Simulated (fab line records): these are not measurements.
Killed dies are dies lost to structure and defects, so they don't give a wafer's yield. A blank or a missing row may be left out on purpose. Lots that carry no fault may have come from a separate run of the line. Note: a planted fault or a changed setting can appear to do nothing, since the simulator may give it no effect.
A lot that was struck, set against a sound lot :: flow rit-cmos :: 15 out of 202 route steps
Sound: the wafers L102.3, L102.5, L102.6. Struck: wafers L112.2, L112.3, L112.4. At the end, the cause is stated.
At each step with rows: each side's tool, then ch and its chambers, then its first start. Under that, the readings that differ: sound wafers :: struck wafers :: difference of the means :: sigmas: that difference in standard deviations of wafers without a fault.
alike: readings whose means differ by less than 2 such deviations, and words and numbers that are the same on both sides. not compared: withheld readings, readings that some wafer has no value for, bounds like >300 that may hide the same value, and numbers for which the record gives no deviation and whose values overlap.
Wherever a step has rows on one side only, a row that says differs or no value, or a row with sigmas, the two part there. When numbers do not overlap yet have no deviation, they are printed without sigmas and do not part them. Lack of a reading on every wafer of one side parts them only where that side has two or more wafers.

first, 2 steps without rows for these wafers: RIT_ACTIVE_PEB_09; RIT_ACTIVE_DEVELOP_10 (develop time 50 s).
RIT_ACTIVE_CD_MEAS_11: the cd target is 1400 nm.
  struck on cd-sem-01, day 3 21:35; sound on cd-sem-02, day 1 19:36
  alike: cd-nm
then, 1 step without rows for these wafers: RIT_ACTIVE_HARDBAKE_12 (time 60 s).
RIT_ACTIVE_ETCH_13: etches Si3N4 in SF6, stops on SiO2, time 210 s, target depth 210 nm.
  sound on rie-diel-02 ch 1,2,3, day 1 20:00; struck on rie-diel-02 ch 0,1,3, day 3 21:50
  alike: drypump-motor-current-A, oes-product-au, run-length-s, throttle-valve-pct
  not compared: rf-hours-counter-h
RIT_ACTIVE_STRIP_14: strips in O2, time 180 s.
  sound on plasma-asher-03 ch 0,1, day 1 20:11; struck on plasma-asher-04 ch 0,1, day 3 21:58
  alike: drypump-motor-current-A, rf-refl-power-W
  not compared: rf-hours-counter-h
RIT_ACTIVE_CD_MEAS_90: the cd target is 1400 nm.
  struck on cd-sem-02, day 3 22:10; sound on cd-sem-01, day 1 20:20
  alike: cd-nm
then, 4 steps without rows for these wafers: RIT_ACTIVE_CLEAN_15 (cleans in SC1, time 600 s); RIT_ACTIVE_CLEAN_16 (cleans in dHF, time 30 s); RIT_ACTIVE_CLEAN_17 (cleans in SC2, time 600 s); RIT_FOX1_OXIDATION_00 (target thk 350.7 nm, ox time 1130 s).
RIT_FOX1_THK_MEAS_01:
  struck on film-metro-04, day 4 00:01; sound on film-metro-02, day 1 22:08
  alike: FOX1_OXIDE_THK
RIT_FOX1_WET_ETCH_02: etches SiO2 in BOE, target depth 350 nm, time 390 s.
  sound on wet-bench-03 ch 2, day 1 22:10; struck on wet-bench-03 ch 3, day 4 00:04
reading: run-length-s (s)
sound: 414 414 414
struck: 657 657 657
difference: +243
sigmas: +62
then, 1 step without rows for these wafers: RIT_FOX2_OXIDATION_00 (target thk 350.7 nm, ox time 1130 s).
RIT_M1_PROBE_99:
  struck on prober-01, day 5 19:01; sound on prober-01, day 3 15:42
reading: model.etest.nldd.width-nm (nm)
sound: 3173 3194 3161
struck: 2951 2968 2971
difference: -213
sigmas: 

reading: model.etest.pldd.width-nm (nm)
sound: 3161 3188 3177
struck: 2953 2979 2981
difference: -204
sigmas: 

reading: model.etest.nplus-sal.width-nm (nm)
sound: 3459 3436 3448
struck: 3334 3344 3381
difference: -95
sigmas: 

reading: model.etest.pplus-sal.width-nm (nm)
sound: 3468 3459 3445
struck: 3338 3351 3379
difference: -101
sigmas: 

reading: model.etest.nmos-narrow.drive-ua-um
sound: 224.9 224.6 223.8
struck: 178.7 176.9 180.5
difference: -45.7
sigmas: 

reading: model.etest.pmos-narrow.drive-ua-um
sound: 101.7 104.9 102.2
struck: 78.89 77.76 79.33
difference: -24.27
sigmas: 

reading: model.etest.nldd.line-ohm-um
sound: 121.3 117.4 119.9
struck: 131.2 133.5 130.4
difference: +12.2
sigmas: 

reading: model.etest.pplus-sal.line-ohm-um
sound: 1.255 1.256 1.254
struck: 1.317 1.307 1.309
difference: +0.056
sigmas: 
  alike: killed-at-contacts, killed-at-front-end, killed-dies, killed-open, killed-short

WHERE THEY PART
Only at RIT_FOX1_WET_ETCH_02, within this record. Later steps at which nothing parts them and some readings are alike: RIT_M1_PROBE_99.

WHY: what had been put in by the simulator
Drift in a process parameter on wet-bench-03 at RIT_FOX1_WET_ETCH_02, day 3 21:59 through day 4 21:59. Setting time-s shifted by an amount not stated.
